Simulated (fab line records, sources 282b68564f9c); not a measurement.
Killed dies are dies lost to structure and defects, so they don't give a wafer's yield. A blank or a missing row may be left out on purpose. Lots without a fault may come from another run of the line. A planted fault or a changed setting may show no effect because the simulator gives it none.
Which tool did it? | flow rit_cmos | 14 lots, 42 wafers sampled, at 3 steps of a route of 202

WHAT THE GAUGES READ, wafer by wafer
RIT_NWELL_TW_MEAS_10. Usual: NWELL_TW 2149, standard deviation 24.
lot  | measured    | on            | NWELL_TW       | flag
L512 | day 1 21:46 | film_metro-02 | 2120 2114 2112 |
L513 | day 2 05:15 | film_metro-04 | 2138 2152 2139 |
L514 | day 2 08:14 | film_metro-01 | 2182 2180 2176 |
L515 | day 2 12:45 | film_metro-01 | 2173 2174 2178 |
L516 | day 2 17:07 | film_metro-01 | 2188 2166 2171 |
L518 | day 3 03:41 | film_metro-01 | 1870 1861 1854 | OFF
L520 | day 3 14:09 | film_metro-01 | 2167 2160 2164 |
L521 | day 3 18:59 | film_metro-01 | 2175 2167 2169 |
L522 | day 3 23:20 | film_metro-02 | 1817 1824 1821 | OFF
L527 | day 5 01:34 | film_metro-04 | 2145 2144 2141 |
L529 | day 5 09:58 | film_metro-04 | 2150 2139 2143 |
L531 | day 5 22:47 | film_metro-02 | 2109 2107 2116 |
L534 | day 6 11:16 | film_metro-02 | 2119 2135 2120 |
L535 | day 6 17:35 | film_metro-04 | 2156 2152 2155 |

RIT_WELLDRIVE_RS_MEAS_01: measures by four-point-probe. Usual: NWELL_RS 275.2 ohm/sq, standard deviation 0.77.
lot  | measured    | on            | NWELL_RS (ohm/sq) | flag
L512 | day 2 05:34 | film_metro-01 | 275.8 276.4 275.7 |
L513 | day 2 11:58 | film_metro-04 | 276.2 275.6 275.9 |
L514 | day 2 15:26 | film_metro-04 | 275.3 275.5 274.6 |
L515 | day 2 19:34 | film_metro-02 | 276.5 275.8 275.7 |
L516 | day 2 23:56 | film_metro-04 | 275.0 274.2 274.8 |
L518 | day 3 10:31 | film_metro-02 | 367.2 369.4 369.5 | OFF
L520 | day 3 20:51 | film_metro-02 | 275.1 274.8 275.7 |
L521 | day 4 01:44 | film_metro-02 | 275.5 274.5 275.0 |
L522 | day 4 06:34 | film_metro-04 | 368.3 368.3 370.0 | OFF
L527 | day 5 08:23 | film_metro-01 | 276.2 276.8 276.6 |
L529 | day 5 17:24 | film_metro-02 | 275.2 275.2 275.1 |
L531 | day 6 05:37 | film_metro-04 | 275.5 275.1 276.5 |
L534 | day 6 18:06 | film_metro-01 | 275.3 275.2 275.5 |
L535 | day 7 00:19 | film_metro-04 | 274.6 273.0 273.6 |

WHICH TOOL RAN EACH LOT (tool, then ch and the chambers of the sampled wafers, then the start)
lot  | RIT_NWELL_IMPLANT_08
L512 | implanter-02 ch 0, day 1 21:29
L513 | implanter-03 ch 0, day 2 04:58
L514 | implanter-02 ch 0, day 2 07:55
L515 | implanter-03 ch 0, day 2 12:26
L516 | implanter-03 ch 0, day 2 16:48
L518 | implanter-03 ch 0, day 3 03:22
L520 | implanter-02 ch 0, day 3 13:49
L521 | implanter-02 ch 0, day 3 18:40
L522 | implanter-03 ch 0, day 3 23:01
L527 | implanter-02 ch 0, day 5 01:14
L529 | implanter-02 ch 0, day 5 09:39
L531 | implanter-02 ch 0, day 5 22:29
L534 | implanter-03 ch 0, day 6 10:57
L535 | implanter-02 ch 0, day 6 17:19
- RIT_NWELL_IMPLANT_08

WHAT THE TOOLS THEMSELVES READ (means of the sampled wafers that have a number; where no wafer has one, the mark that the record gives instead)
RIT_NWELL_IMPLANT_08. Usual: dose_ions_cm2 5.001e+13, standard deviation 5.5e+10; faraday_current_uA 159, standard deviation 3.2.
lot  | tool         | dose_ions_cm2 | faraday_current_uA | flag
L512 | implanter-02 | 4.992e+13     | 158                |
L513 | implanter-03 | 5.000e+13     | 159                |
L514 | implanter-02 | 4.996e+13     | 160                |
L515 | implanter-03 | 5.004e+13     | 158                |
L516 | implanter-03 | 4.999e+13     | 159                |
L518 | implanter-03 | 3.109e+13     | 98                 | OFF
L520 | implanter-02 | 4.996e+13     | 159                |
L521 | implanter-02 | 4.998e+13     | 154                |
L522 | implanter-03 | 3.114e+13     | 97                 | OFF
L527 | implanter-02 | 5.001e+13     | 160                |
L529 | implanter-02 | 4.998e+13     | 156                |
L531 | implanter-02 | 4.998e+13     | 159                |
L534 | implanter-03 | 5.001e+13     | 160                |
L535 | implanter-02 | 4.999e+13     | 158                |

THE ANSWER, worked out from the rows above alone
Rule: a lot is off if the mean of its wafers that have a number lies more than 3 standard deviations from the usual mean. A lot without any number at a reading at which 4 lots or more have one is off too. The other lots that the step has rows for count as sound. The gauges are gone through in route order, then the tools' own readings, and for those a lot's mean is taken as printed above. The first step at which some lot is off is used, and at that step the reading that is off furthest; a lot without a number counts as furthest.
Off: L518, L522, at RIT_NWELL_TW_MEAS_10 (NWELL_TW).
A tool fits if, at a process step before that reading, it ran every lot that is off, and no sound lot after the first of them. The gauges at RIT_NWELL_TW_MEAS_10 aren't tried: what is off there is off at RIT_NWELL_IMPLANT_08 too, on other tools, and a gauge's error can't cause that. None of those tried fits.

WHAT THE SIMULATOR HAD PUT IN
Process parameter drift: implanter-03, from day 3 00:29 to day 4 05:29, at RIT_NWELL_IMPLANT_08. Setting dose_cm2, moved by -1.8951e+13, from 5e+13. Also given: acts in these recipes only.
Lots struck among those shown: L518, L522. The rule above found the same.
